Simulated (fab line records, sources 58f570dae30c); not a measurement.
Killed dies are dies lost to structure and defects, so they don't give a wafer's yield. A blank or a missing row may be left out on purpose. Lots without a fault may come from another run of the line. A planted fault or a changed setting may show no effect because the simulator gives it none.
fab line records | flow berkeley_cmos170
record lots=6 wafers=18 last_day=12
route steps=331 shown CONTACT@223
lots that met no fault: from a run of the same line without faults
start_h: hours from the record's first day to the start of the lot's first wafer shown | wait_h: hours since the lot's step before | " the same as in the row above | L1.1+2: a row that stands for several wafers | - no value, or no start given | * or withheld: withheld | < > ~ a bound
route shown NAME@n: a module of which the file shows steps, and the number in the route of the first | usual: mean/standard deviation of fault-free wafers | same: alike in all rows | chamber/n: place in a boat | sites: the reading at each site | _std_site: their standard deviation | _edge_site: outer sites' mean less inner sites' | radius_mm: how far each site lies from the wafer's centre | mask NAME#n: copy n | behind: the tool/chamber that last shaped the wafer | hold: why the lot was held/for how many hours/how that ended | device: the transistor (n, p or np) that didn't switch | end of line: the same wafers' tests at the end of the route | a step without rows: its recipe alone | killed: dies lost to structure and defects at the first sort, not the wafer's yield | map: a wafer's dies, x killed, . not, _ none there
set.NAME: the setting as run; set.NAME@STEP: as run at that earlier step | model.NAME: the simulator's own value behind a step, which no gauge read
lots at some steps of the route; a table a step, a row a wafer
services: from which hour (start_h, from the record's first day; less than 0 if before it) a tool's chamber was out of use, for how many hours, and why
## steps
# step UCB170_CONTACT_CLEAN_07
# recipe chemistry=SPM temp_c=120 time_s=600
# step UCB170_CONTACT_RTA_08
# recipe temp_c=900 time_s=10 ambient=N2
# usual lamp_power_pct=22.36/0.25 wafer_temp_C_max=904.6/1.1
# same time_s=10
# columns lot.wafer tool chamber start_h wait_h lamp_power_pct wafer_temp_C_max
L284.2 rtp_anneal-01 0 197.28 0.0 22.17 905.5
L284.3 " 0 " " 22.15 904.4
L284.6 " 0 " " 22.13 904.2
L288.2 rtp_anneal-01 0 197.44 0.0 22.12 904.2
L288.5 " 0 " " 22.09 907.4
L288.6 " 0 " " 22.12 905.6
L289.2 rtp_anneal-02 0 215.76 0.0 22.63 903.7
L289.4 " 0 " " 22.62 904.4
L289.6 " 0 " " 22.64 905.6
L294.2 rtp_anneal-01 0 227.55 0.0 22.12 903.1
L294.3 " 0 " " 22.10 905.8
L294.4 " 0 " " 22.14 906.1
L300.1 rtp_anneal-02 0 248.21 0.0 22.63 904.2
L300.2 " 0 " " 22.65 904.4
L300.6 " 0 " " 22.62 904.8
L304.1 rtp_anneal-02 0 281.58 0.0 22.64 903.8
L304.2 " 0 " " 22.60 904.3
L304.3 " 0 " " 22.64 903.9
# step UCB170_CONTACT_COAT_09
# recipe resist=BARC temp_c=withheld time_s=withheld spin_rpm=3000 resist_thk_nm=withheld
# step UCB170_CONTACT_COAT_10
# recipe resist=KrF spin_rpm=1500 resist_thk_nm=900
# step UCB170_CONTACT_SOFTBAKE_11
# recipe resist=KrF temp_c=130 time_s=60
# step UCB170_CONTACT_EXPOSE_12
# recipe mask_id=CONT target_cd_nm=700 na=0.5 sigma_outer=0.6 source_shape=conventional dose_mj=35
# step UCB170_CONTACT_PEB_13
# recipe peb_temp_c=130 peb_time_s=withheld resist=KrF
# step UCB170_CONTACT_DEVELOP_14
# recipe developer=TMAH develop_time_s=45 resist=KrF dev_temp_c=21
# step UCB170_CONTACT_CD_MEAS_15
# recipe target_cd_nm=700
# usual cd_nm=699.6/1.2
# columns lot.wafer tool chamber start_h wait_h cd_nm
L284.2 cd_sem-02 - 199.99 - 700.4
L284.3 " - " " 700.6
L284.6 " - " " 700.5
L288.2 cd_sem-02 - 200.95 - 700.5
L288.5 " - " " 700.1
L288.6 " - " " 699.5
L289.2 cd_sem-01 - 217.19 - 699.7
L289.4 " - " " 702.4
L289.6 " - " " 701.5
L294.2 cd_sem-01 - 230.36 - 697.5
L294.3 " - " " 697.9
L294.4 " - " " 697.8
L300.1 cd_sem-02 - 249.32 - 698.2
L300.2 " - " " 698.1
L300.6 " - " " 699.6
L304.1 cd_sem-02 - 282.84 - 699.2
L304.2 " - " " 699.0
L304.3 " - " " 699.9
# step UCB170_CONTACT_OVL_MEAS_16
# usual CONTACT_OVL=5/5.9
# columns lot.wafer tool chamber start_h wait_h CONTACT_OVL[nm]
L284.2 overlay-02 - 200.10 0.1 0
L284.3 " - " " 2
L284.6 " - " " -4
L288.2 overlay-01 - 201.06 0.1 1
L288.5 " - " " -2
L288.6 " - " " -1
L289.2 overlay-02 - 217.29 0.1 2
L289.4 " - " " 6
L289.6 " - " " 3
L294.2 overlay-01 - 230.46 0.1 6
L294.3 " - " " -1
L294.4 " - " " 7
L300.1 overlay-01 - 249.44 0.1 0
L300.2 " - " " 2
L300.6 " - " " 5
L304.1 overlay-01 - 282.96 0.1 1
L304.2 " - " " 10
L304.3 " - " " 5
# step UCB170_CONTACT_ETCH_17
# recipe chemistry=N2/H2 target_depth_a=withheld overetch_a=withheld target=BARC time_s=withheld source_w=500 bias_w=100 pressure_mtorr=30 n2_flow_sccm=100 h2_flow_sccm=200
# usual drypump_motor_current_A=5.7/0.35 oes_product_au=0.995/0.023 throttle_valve_pct=13.29/0.16
# columns lot.wafer tool chamber start_h wait_h drypump_motor_current_A oes_product_au throttle_valve_pct
L284.2 rie_diel-04 3 200.13 0.0 5.3 0.999 13.36
L284.3 " 1 " " 5.9 1.014 13.12
L284.6 " 0 " " 5.8 1.002 13.46
L288.2 rie_diel-02 1 201.09 0.0 5.9 1.026 13.43
L288.5 " 3 " " 6.0 1.019 13.12
L288.6 " 2 " " 6.2 0.961 13.40
L289.2 rie_diel-02 3 217.32 0.0 6.0 1.022 13.13
L289.4 " 0 " " 5.0 0.990 13.57
L289.6 " 0 " " 5.0 0.993 13.57
L294.2 rie_diel-04 2 230.49 0.0 5.4 1.007 13.43
L294.3 " 1 " " 5.9 1.018 13.11
L294.4 " 0 " " 5.8 1.004 13.45
L300.1 rie_diel-01 1 249.48 0.0 6.0 1.002 13.00
L300.2 " 0 " " 5.3 0.979 13.20
L300.6 " 2 " " 6.0 0.943 13.19
L304.1 rie_diel-01 1 283.00 0.0 6.1 1.005 13.01
L304.2 " 2 " " 6.1 0.952 13.16
L304.3 " 0 " " 5.3 1.000 13.21
# step UCB170_CONTACT_ETCH_18
# recipe chemistry=CHF3/CF4/Ar target=PSG stop_on=TiSi2 CHF3_flow_sccm=45 cf4_flow_sccm=15 Ar_flow_sccm=150 pressure_mtorr=200 rf_w=700 target_depth_a=8400 over_etch_frac=0.2 time_s=195
# usual drypump_motor_current_A=5.7/0.35 oes_product_au=0.897/0.019 throttle_valve_pct=6.91/0.11
# same time_s=195
# columns lot.wafer tool chamber start_h wait_h drypump_motor_current_A oes_product_au rf_hours_counter_h throttle_valve_pct
L284.2 rie_diel-04 3 - - 5.3 0.918 101 6.91
L284.3 " 1 " " 6.0 0.922 8 6.78
L284.6 " 0 " " 5.8 0.910 - 7.03
L288.2 rie_diel-02 1 - - 5.8 0.917 5 6.98
L288.5 " 3 " " 5.9 0.894 - 6.83
L288.6 " 2 " " 6.2 0.874 - 6.99
L289.2 rie_diel-02 3 - - 5.9 0.894 103 6.84
L289.4 " 0 " " 5.0 0.894 119 7.12
L289.6 " 0 " " 5.0 0.887 - 7.12
L294.2 rie_diel-04 2 - - 5.4 0.919 2 7.03
L294.3 " 1 " " 6.0 0.912 10 6.79
L294.4 " 0 " " 5.8 0.911 9 7.03
L300.1 rie_diel-01 1 - - 6.1 0.913 45 6.75
L300.2 " 0 " " 5.3 0.892 11 6.87
L300.6 " 2 " " 6.0 0.855 - 6.87
L304.1 rie_diel-01 1 - - 6.0 0.902 46 6.75
L304.2 " 2 " " 6.0 0.862 105 6.88
L304.3 " 0 " " 5.3 0.879 13 6.83
# step UCB170_CONTACT_STRIP_19
# recipe chemistry=O2 power_w=400 pressure_mtorr=3500 platen_temp_c=withheld o2_flow_sccm=400 overash_fraction=0.5
# usual chamber_pressure_mTorr=3499.9/2.8 drypump_motor_current_A=6.0/0.34 oes_product_au=0.725/0.0047
# columns lot.wafer tool chamber start_h wait_h chamber_pressure_mTorr drypump_motor_current_A oes_product_au rf_hours_counter_h model.KrF_of_CONTACT_COAT_10.thk_nm
L284.2 plasma_asher-04 0 200.29 - 3497.1 6.4 0.727 10 0
L284.3 " 0 " " 3499.2 6.4 0.728 - 0
L284.6 " 0 " " 3502.4 6.4 0.729 - 0
L288.2 plasma_asher-03 0 201.25 - - - - - 694.8
L288.5 " 0 " " - - - - 692.1
L288.6 " 1 " " - - - - 691.6
L289.2 plasma_asher-02 0 217.49 - - - - - 694.8
L289.4 " 1 " " - - - - 701.7
L289.6 " 0 " " - - - - 698.4
L294.2 plasma_asher-04 1 230.66 - 3504.0 6.1 0.719 16 0
L294.3 " 0 " " 3504.3 6.4 0.727 - 0
L294.4 " 1 " " 3499.6 6.1 0.727 - 0
L300.1 plasma_asher-02 0 249.64 - 3496.0 5.7 0.723 52 0
L300.2 " 1 " " 3498.4 6.1 0.728 52 0
L300.6 " 0 " " 3501.2 5.7 0.720 - 0
L304.1 plasma_asher-04 1 283.16 - 3495.4 6.1 0.725 22 0
L304.2 " 0 " " 3505.4 6.5 0.731 22 0
L304.3 " 0 " " 3497.9 6.4 0.726 - 0
# step UCB170_CONTACT_CD_MEAS_90
# recipe target_cd_nm=700
# usual cd_nm=699.5/1.4
# columns lot.wafer tool chamber start_h wait_h cd_nm
L284.2 cd_sem-02 - 200.83 0.5 701.3
L284.3 " - " " 701.3
L284.6 " - " " 700.7
L288.2 cd_sem-02 - 201.91 0.6 700.3
L288.5 " - " " 700.5
L288.6 " - " " 699.9
L289.2 cd_sem-02 - 217.61 0.1 699.9
L289.4 " - " " 702.8
L289.6 " - " " 701.3
L294.2 cd_sem-01 - 230.78 0.1 697.5
L294.3 " - " " 698.5
L294.4 " - " " 697.9
L300.1 cd_sem-01 - 249.74 0.1 698.1
L300.2 " - " " 698.3
L300.6 " - " " 698.7
L304.1 cd_sem-02 - 283.26 0.1 698.5
L304.2 " - " " 698.4
L304.3 " - " " 699.1
## services
# columns tool chamber start_h hours kind
rie_diel-04 1 185.27 3.7 repair
rie_diel-04 1 194.67 3.4 repair
plasma_asher-02 - 218.59 11.1 repair
plasma_asher-03 - 219.36 12.2 repair
rie_diel-01 2 222.48 21.9 repair
rie_diel-04 - 240.21 0.5 repair
rie_diel-04 3 252.77 2.7 repair
rie_diel-04 0 266.99 8.0 repair
## key
first_sign step=UCB170_CONTACT_STRIP_19 reading=tool_record direction=missing
effect none on later readings
model_effect step=UCB170_CONTACT_STRIP_19 value=KrF_of_CONTACT_COAT_10.thk_nm without=0 struck=695.6
met_at UCB170_CONTACT_STRIP_19
struck_wafers L288.2,L288.5,L288.6,L289.2,L289.4,L289.6
rows_end L289.2,L289.4,L289.6
later_rows_left_out L288.2,L288.5,L288.6
sort_left_out L288.2,L288.5,L288.6
tester_left_out L288
fault kind=skipped_step_whole tool=plasma_asher-02,plasma_asher-03 chamber=- onset_h=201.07 steps=UCB170_CONTACT_STRIP_19 scope=struck_lots_only
# tester_left_out: of these lots the tester's yield and bins aren't shown, on N5 and GAA mostly nor the transistor test; their killed dies are dies lost to structure and defects alone, not to doping, threshold or leakage, so they don't give the yield
# sort_left_out: the simulated sort isn't trusted on such a fault, so these wafers' sort isn't shown, and their yield isn't known
# later_rows_left_out: the simulator's readings of these wafers behind a module that went badly wrong aren't trusted and aren't shown, but for the sort
# rows_end: these wafers met a further fault down the route, and their rows from its step on are left out
